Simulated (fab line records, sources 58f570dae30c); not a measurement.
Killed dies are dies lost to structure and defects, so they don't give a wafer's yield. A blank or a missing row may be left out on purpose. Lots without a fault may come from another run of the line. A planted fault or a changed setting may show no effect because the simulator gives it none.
Problem report in the 8D (eight disciplines) form, filled by code | flow berkeley_cmos170 | the parts of the form that need people (team, actions taken, sign-off) are left out

1. THE PROBLEM
NLDD_RS at UCB170_SDANNEAL_RS_MEAS_05 reads a mean of 576.8 ohm/sq on 6 wafers of 2 lots; wafers without a fault read 616.6 ohm/sq with a standard deviation of 1.2. That is -33 standard deviations from the usual mean.
The step: measures by four-point-probe.
First seen on wafer L200.1, day 12 10:46, on film_metro-02. The record holds 42 wafers of 14 lots with a number at this step. Rule for "out", or "out of limits": more than 4 standard deviations from the usual mean. The other wafers with a number count as sound.

2. WHAT IT IS AND WHAT IT IS NOT
question                    | is                           | is not
which readings at this step | NLDD_RS                      | -
which lots                  | L196, L200                   | L178, L179, L180, L181, L182, L184, L185, L186, L187, L188, L191, L201
which wafers of those lots  | all that have a number       | -
read on which gauges        | film_metro-02, film_metro-04 | film_metro-01
when                        | from day 12 10:46            | up to then (33 sound wafers); but 3 sound wafers of L201 came after

3. SUSPECTS, AND WHAT RULES EACH OUT
Counting: a tool at a process step up to the reading stays a suspect if it ran every lot that is out and no sound lot after the first of them.
- the gauge at UCB170_SDANNEAL_RS_MEAS_05: ruled out. The wafers that are out were read on 2 gauges (film_metro-02, film_metro-04).
- implanter-04 at UCB170_NLDD_IMPLANT_08: kept. It ran every lot that is out, first L200 (day 11 19:56), and no sound lot after that; its last sound lot up to then is L191 (day 10 02:43). Its own readings are out on those wafers: dose_ions_cm2, faraday_current_uA.
Left after counting: implanter-04 at UCB170_NLDD_IMPLANT_08.

4. THE CAUSE (what the simulator had put in)
Process parameter drift: implanter-04, from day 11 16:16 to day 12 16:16, at UCB170_NLDD_IMPLANT_08. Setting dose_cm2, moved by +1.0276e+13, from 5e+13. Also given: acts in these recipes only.
Counting left only this tool.

5. THE CHAIN OF EFFECTS, in route order
Each row: a reading whose mean over the struck wafers that have a number lies more than 3 standard deviations from the usual. Only readings for which the record gives a usual standard deviation are gone through. hours: the time from each lot's start at the first step in this table that gives one to its start at this step, as a median over the lots. sigmas: the change in usual standard deviations.
hours | step                       | reading            | usual        | on struck wafers | change     | sigmas
0     | UCB170_NLDD_IMPLANT_08     | dose_ions_cm2      | 5.001e+13    | 6.031e+13        | +1.030e+13 | +99 or more
0     | UCB170_NLDD_IMPLANT_08     | faraday_current_uA | 159          | 192              | +34        | +11
15    | UCB170_SDANNEAL_RS_MEAS_05 | NLDD_RS            | 616.6 ohm/sq | 576.8            | -39.8      | -33
The process steps in it:
- UCB170_NLDD_IMPLANT_08

6. WHAT WOULD HAVE CAUGHT IT SOONER
In this record the first reading out of limits at a measuring or inspecting step was taken at day 12 10:46, 18 hours after the fault began at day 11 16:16.
The tool's own readings at UCB170_NLDD_IMPLANT_08 were out on every struck wafer that the step has a row for (dose_ions_cm2, faraday_current_uA): an alarm limit on them would have fired on the first of those.
All the lots that are out (2) had begun UCB170_NLDD_IMPLANT_08 on implanter-04 by day 12 10:46. A hold on the tool at that time would have spared none of them.
